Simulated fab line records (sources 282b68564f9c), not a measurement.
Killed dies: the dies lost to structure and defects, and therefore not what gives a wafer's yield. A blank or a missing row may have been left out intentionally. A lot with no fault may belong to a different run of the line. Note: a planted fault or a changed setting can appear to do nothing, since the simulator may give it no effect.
fab line records    flow rit_cmos
record: lots: 6  wafers: 18  last_day: 7
route steps=202 shown ACTIVE@1 M1@202
lots untouched by any fault: they come from a run of this same line in which no faults occurred
start_h: hours from the record's first day to the start of the lot's first wafer shown    wait_h: hours since the lot's step before    " the same as in the row above    L1.1+2: several wafers, shown together as one row    - either no value or no given start    * or withheld: withheld    < > ~ a bound
route shown NAME@n: a module of which the file shows steps, and the number in the route of the first    usual: mean and standard deviation over wafers with no fault    same: alike in all rows    chamber/n: place in a boat    sites: readings site by site    _std_site: standard deviation across them    _edge_site: inner sites' mean taken away from outer sites' mean    radius_mm: how far each site lies from the wafer's centre    mask NAME#n: copy n    behind: the last tool/chamber to shape the wafer    hold: why the lot went on hold/how many hours it stayed there/how the hold came to an end    device: whichever transistor did not switch (one of n, p or np)    end of line: tests run on the same wafers once the route is complete    step lacking rows: just its recipe    killed: count of dies lost to structure and defects at first sort (not the wafer's yield)    map: the dies of a wafer, with x for killed, . for not killed, _ for no die there
set.NAME: the setting as run; set.NAME@STEP: as run at that earlier step    model.NAME: the simulator's own value behind a step, which no gauge read
a table for each step, a row for each wafer; lots at some steps of the route
== steps ==
step: RIT_ACTIVE_BOW_MEAS_00
recipe: mode: bow
usual: INCOMING_BOW: 0/6
lot.wafer  tool           chamber  start_h  wait_h  INCOMING_BOW[um]
L327.2     film_metro-03  -        25.02    -       -1
L327.3     "              -        "        "       -8
L327.6     "              -        "        "       -2
L330.1     film_metro-02  -        40.00    -       11
L330.2     "              -        "        "       0
L330.3     "              -        "        "       -7
L335.1     film_metro-01  -        65.00    -       16
L335.3     "              -        "        "       -3
L335.5     "              -        "        "       2
L336.2     film_metro-03  -        70.02    -       4
L336.4     "              -        "        "       -1
L336.5     "              -        "        "       9
L345.2     film_metro-01  -        115.02   -       7
L345.4     "              -        "        "       2
L345.6     "              -        "        "       -8
L346.1     film_metro-02  -        120.00   -       4
L346.3     "              -        "        "       2
L346.5     "              -        "        "       -3
step: RIT_ACTIVE_OXIDATION_01
recipe: temp_c: 1000  ambient: O2  target_thk_a: 468  ox_time_s: 3360
step: RIT_ACTIVE_THK_MEAS_02
recipe: reads: SiO2_of_ACTIVE_OXIDATION_01
usual: ACTIVE_OXIDE_THK: 46.6/0.88
lot.wafer  tool           chamber  start_h  wait_h  ACTIVE_OXIDE_THK[nm]
L327.2     film_metro-02  -        28.62    0.0     45.9
L327.3     "              -        "        "       45.2
L327.6     "              -        "        "       45.8
L330.1     film_metro-03  -        42.75    0.0     46.3
L330.2     "              -        "        "       46.5
L330.3     "              -        "        "       46.2
L335.1     film_metro-01  -        68.26    0.0     46.7
L335.3     "              -        "        "       46.0
L335.5     "              -        "        "       46.4
L336.2     film_metro-03  -        77.25    0.0     46.2
L336.4     "              -        "        "       47.1
L336.5     "              -        "        "       46.6
L345.2     film_metro-03  -        117.34   0.0     45.8
L345.4     "              -        "        "       46.2
L345.6     "              -        "        "       45.5
L346.1     film_metro-03  -        122.76   0.0     49.0
L346.3     "              -        "        "       49.0
L346.5     "              -        "        "       49.1
step: RIT_ACTIVE_CVD_03
recipe: material: Si3N4  target_thk_nm: 150  temp_c: 810  precursor: SiH2Cl2/NH3  time_s: 1500  pressure_mtorr: 300  sih2cl2_flow_sccm: 60  nh3_flow_sccm: 150
step: RIT_ACTIVE_THK_MEAS_04
recipe: reads: Si3N4_of_ACTIVE_CVD_03
usual: ACTIVE_NITRIDE_THK: 150.4/1.4
lot.wafer  tool           chamber  start_h  wait_h  ACTIVE_NITRIDE_THK[nm]
L327.2     film_metro-01  -        30.09    0.0     151.9
L327.3     "              -        "        "       151.8
L327.6     "              -        "        "       151.0
L330.1     film_metro-03  -        44.23    0.0     150.5
L330.2     "              -        "        "       151.0
L330.3     "              -        "        "       150.8
L335.1     film_metro-03  -        69.74    0.0     151.5
L335.3     "              -        "        "       150.7
L335.5     "              -        "        "       150.5
L336.2     film_metro-02  -        78.73    0.0     151.1
L336.4     "              -        "        "       150.9
L336.5     "              -        "        "       150.0
L345.2     film_metro-01  -        118.82   0.0     151.1
L345.4     "              -        "        "       150.3
L345.6     "              -        "        "       149.6
L346.1     film_metro-01  -        124.23   0.0     150.8
L346.3     "              -        "        "       150.0
L346.5     "              -        "        "       150.2
step: RIT_ACTIVE_HMDS_05
recipe: prime_time_s: 60  prime_temp_c: 140
step: RIT_ACTIVE_COAT_06
recipe: resist: NOVOLAK  spin_rpm: 3250  resist_thk_nm: 1000
step: RIT_ACTIVE_SOFTBAKE_07
recipe: resist: NOVOLAK  temp_c: 90  time_s: 60
usual: heater_power_total_W: 34.56/0.055  plate_temp_C: 90.00/0.12  resist_line_temp_C: 23.00/0.092
lot.wafer  tool            chamber  start_h  wait_h  heater_power_total_W  plate_temp_C  resist_line_temp_C  model.NOVOLAK_of_ACTIVE_COAT_06.thk_nm
L327.2     litho_track-01  0        30.47    0.1     34.59                 90.01         23.11               1000
L327.3     "               0        "        "       34.62                 90.05         23.12               1004
L327.6     "               0        "        "       34.60                 89.85         23.21               1002
L330.1     litho_track-02  0        44.59    0.1     34.52                 89.83         22.96               999.5
L330.2     "               0        "        "       34.49                 89.77         22.90               995.4
L330.3     "               0        "        "       34.51                 89.93         23.12               1000
L335.1     litho_track-02  0        70.10    0.1     39.50                 99.05         23.04               975.3
L335.3     "               0        "        "       39.41                 99.09         22.95               972.3
L335.5     "               0        "        "       39.52                 99.12         22.97               972.4
L336.2     litho_track-02  0        79.11    0.1     39.51                 99.10         22.99               977.4
L336.4     "               0        "        "       39.48                 98.95         23.14               973.4
L336.5     "               0        "        "       39.43                 99.04         22.90               975.6
L345.2     litho_track-01  0        119.19   0.1     34.53                 90.00         23.09               1003
L345.4     "               0        "        "       34.59                 89.99         22.85               1007
L345.6     "               0        "        "       34.53                 89.96         23.02               1005
L346.1     litho_track-01  0        124.92   0.1     34.58                 89.72         23.04               997.3
L346.3     "               0        "        "       34.55                 90.00         23.05               998
L346.5     "               0        "        "       34.57                 90.02         23.01               995.8
step: RIT_ACTIVE_EXPOSE_08
recipe: mask_id: M1  na: 0.6  source_shape: conventional  sigma_outer: 0.6  target_cd_nm: 1400  dose_mj: 225
step: RIT_ACTIVE_PEB_09
recipe: resist: NOVOLAK  temp_c: withheld  time_s: withheld
step: RIT_ACTIVE_DEVELOP_10
recipe: resist: NOVOLAK  develop_time_s: 50  dev_temp_c: 23
usual: developer_temp_C: 23.02/0.097  resist_line_temp_C: 23.00/0.096
lot.wafer  tool            chamber  start_h  wait_h  developer_temp_C  resist_line_temp_C  model.NOVOLAK_of_ACTIVE_COAT_06.thk_nm
L327.2     litho_track-03  0        -        -       23.07             23.17               999.9
L327.3     "               0        "        "       23.03             23.12               1004
L327.6     "               0        "        "       23.00             22.94               1001
L330.1     litho_track-03  0        -        -       22.95             23.08               999.2
L330.2     "               0        "        "       23.00             23.12               995
L330.3     "               0        "        "       22.92             23.18               999.6
L335.1     litho_track-01  0        -        -       23.01             23.01               974.9
L335.3     "               0        "        "       23.15             23.10               972
L335.5     "               0        "        "       23.04             22.99               972
L336.2     litho_track-03  0        -        -       23.06             23.15               977.1
L336.4     "               0        "        "       23.08             23.17               973.1
L336.5     "               0        "        "       23.01             23.09               975.3
L345.2     litho_track-02  0        -        -       22.96             23.15               1002
L345.4     "               0        "        "       23.00             22.92               1007
L345.6     "               0        "        "       23.03             22.90               1004
L346.1     litho_track-02  0        -        -       23.19             22.90               997
L346.3     "               0        "        "       23.17             22.91               997.6
L346.5     "               0        "        "       22.99             22.98               995.5
step: RIT_ACTIVE_CD_MEAS_11
recipe: target_cd_nm: 1400
usual: cd_nm: 1400.2/2.4
lot.wafer  tool       chamber  start_h  wait_h  cd_nm
L327.2     cd_sem-01  -        31.01    -       1398.0
L327.3     "          -        "        "       1401.5
L327.6     "          -        "        "       1398.1
L330.1     cd_sem-01  -        45.14    -       1402.3
L330.2     "          -        "        "       1402.6
L330.3     "          -        "        "       1402.5
L335.1     cd_sem-02  -        71.13    -       1393.8
L335.3     "          -        "        "       1394.4
L335.5     "          -        "        "       1396.3
L336.2     cd_sem-02  -        79.78    -       1400.9
L336.4     "          -        "        "       1397.8
L336.5     "          -        "        "       1397.0
L345.2     cd_sem-02  -        119.89   -       1402.7
L345.4     "          -        "        "       1403.2
L345.6     "          -        "        "       1400.5
L346.1     cd_sem-01  -        125.66   -       1392.7
L346.3     "          -        "        "       1394.2
L346.5     "          -        "        "       1394.9
step: RIT_M1_PROBE_99
usual: killed_at_front_end: 6.7/2.9  killed_dies: 6.8/2.9  killed_on_rim: 1.9/1.4  killed_open: 3.5/2.1  killed_short: 3.2/1.9
same: gross_dies: 264  killed_at_M0_to_M3: 0  killed_at_M4_up: 0  killed_at_back_side: 0  killed_at_contacts: 0  killed_at_other: 0
lot.wafer  tool       chamber  start_h  wait_h  killed_at_front_end  killed_dies  killed_on_rim  killed_open  killed_short
L327.2     prober-02  -        98.77    0.1     6                    6            2              4            2
L327.3     prober-02  -        98.82    0.2     12                   12           3              7            5
L327.6     prober-02  -        98.97    0.2     3                    3            1              3            0
L330.1     prober-01  -        108.28   0.1     10                   10           3              5            5
L330.2     prober-01  -        108.33   0.1     4                    4            0              3            1
L330.3     prober-01  -        108.38   0.2     8                    8            1              4            4
L335.1     prober-02  -        135.87   0.1     5                    5            0              5            0
L335.3     prober-02  -        135.97   0.2     4                    4            2              3            1
L335.5     prober-02  -        136.07   0.2     4                    4            0              1            3
L336.2     prober-02  -        141.44   0.1     2                    2            1              0            2
L336.4     prober-02  -        141.54   0.2     10                   10           5              3            7
L336.5     prober-02  -        141.59   0.2     11                   11           4              7            4
L345.2     prober-02  -        166.50   0.1     9                    9            0              6            3
L345.4     prober-02  -        166.60   0.2     6                    6            1              3            3
L345.6     prober-02  -        166.70   0.2     4                    4            1              2            2
L346.1     prober-01  -        171.66   0.1     12                   12           5              8            4
L346.3     prober-01  -        171.76   0.2     6                    6            2              3            3
L346.5     prober-01  -        171.86   0.2     7                    7            3              5            2
killed by level:class
L327.2 GATE:geometric_particle:open=2 SPACER:geometric_particle:open=2 GATE:geometric_particle:short=1 SPACER:geometric_particle:short=1
L327.3 GATE:geometric_particle:open=3 GATE:geometric_particle:short=3 SPACER:geometric_particle:open=2 SPACER:geometric_particle:short=2 FOX1:geometric_particle:open=1 FOX2:geometric_particle:open=1
L327.6 FOX1:geometric_particle:open=1 FOX2:geometric_particle:open=1 GATE:geometric_particle:open=1
L330.1 GATE:geometric_particle:short=2 REOX:geometric_particle:short=2 GATE:geometric_particle:open=2 REOX:geometric_particle:open=1 SPACER:geometric_particle:open=1 SILICIDE:geometric_particle:short=1 SILICIDE:geometric_particle:open=1
L330.2 GATE:geometric_particle:open=2 FOX1:geometric_particle:short=1 REOX:geometric_particle:open=1
L330.3 GATE:geometric_particle:short=2 GATE:geometric_particle:open=2 FOX1:geometric_particle:short=1 REOX:geometric_particle:short=1 SPACER:geometric_particle:open=1 SILICIDE:geometric_particle:open=1
L335.1 SPACER:geometric_particle:open=3 SILICIDE:geometric_particle:open=2
L335.3 SPACER:geometric_particle:open=3 SILICIDE:geometric_particle:short=1
L335.5 FOX1:geometric_particle:short=1 FOX2:geometric_particle:short=1 SILICIDE:geometric_particle:open=1 SILICIDE:geometric_particle:short=1
L336.2 GATE:geometric_particle:short=1 SILICIDE:geometric_particle:short=1
L336.4 GATE:geometric_particle:short=5 ACTIVE:geometric_particle:short=1 FOX1:geometric_particle:open=1 FOX2:geometric_particle:open=1 SILICIDE:geometric_particle:open=1 SILICIDE:geometric_particle:short=1
L336.5 FOX2:geometric_particle:open=3 GATE:geometric_particle:short=3 SPACER:geometric_particle:open=2 FOX1:geometric_particle:open=1 FOX2:geometric_particle:short=1 GATE:geometric_particle:open=1
L345.2 REOX:geometric_particle:open=3 REOX:geometric_particle:short=2 FOX1:geometric_particle:open=1 GATE:geometric_particle:open=1 SILICIDE:geometric_particle:short=1 SILICIDE:geometric_particle:open=1
L345.4 GATE:geometric_particle:short=2 GATE:geometric_particle:open=1 REOX:geometric_particle:open=1 SPACER:geometric_particle:short=1 SPACER:geometric_particle:open=1
L345.6 FOX1:geometric_particle:open=1 GATE:geometric_particle:open=1 REOX:geometric_particle:short=1 SILICIDE:geometric_particle:short=1
L346.1 SPACER:geometric_particle:open=4 GATE:geometric_particle:open=2 FOX1:geometric_particle:short=1 FOX1:geometric_particle:open=1 GATE:geometric_particle:short=1 REOX:geometric_particle:open=1 REOX:geometric_particle:short=1 SPACER:geometric_particle:short=1
L346.3 SPACER:geometric_particle:open=2 SPACER:geometric_particle:short=2 REOX:geometric_particle:open=1 SILICIDE:geometric_particle:short=1
L346.5 SILICIDE:geometric_particle:open=3 GATE:geometric_particle:open=1 REOX:geometric_particle:short=1 SPACER:geometric_particle:open=1 SPACER:geometric_particle:short=1
== key ==
first_sign: step: RIT_ACTIVE_SOFTBAKE_07  reading: heater_power_total_W  direction: up  sigmas: 90  usual: 34.56  struck: 39.47
effect: step: RIT_ACTIVE_SOFTBAKE_07  reading: plate_temp_C  direction: up  sigmas: 73  usual: *  struck: *
effect: step: RIT_ACTIVE_CD_MEAS_11  reading: cd_nm  direction: down  sigmas: 1.5  usual: 1400.2  struck: 1396.7
model_effect: step: RIT_ACTIVE_SOFTBAKE_07  value: NOVOLAK_of_ACTIVE_COAT_06.thk_nm  without: 998.3  struck: 974.4
model_effect: step: RIT_ACTIVE_DEVELOP_10  value: NOVOLAK_of_ACTIVE_COAT_06.thk_nm  without: 997.9  struck: 974.1
met_at RIT_ACTIVE_SOFTBAKE_07
struck_wafers L335.1,L335.3,L335.5,L336.2,L336.4,L336.5
tester_left_out L335,L336
onset_between 44.59 70.10
fault: kind: process_parameter_drift  tool: litho_track-02  chamber: -  onset_h: 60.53  steps: RIT_ACTIVE_SOFTBAKE_07  channel: temp_c  offset: *  shape: step  end_h: 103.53  acts_in: *  stated: *
tester_left_out: of these lots the tester's yield and bins aren't shown, on N5 and GAA mostly nor the transistor test; their killed dies are dies lost to structure and defects alone, not to doping, threshold or leakage, so they don't give the yield
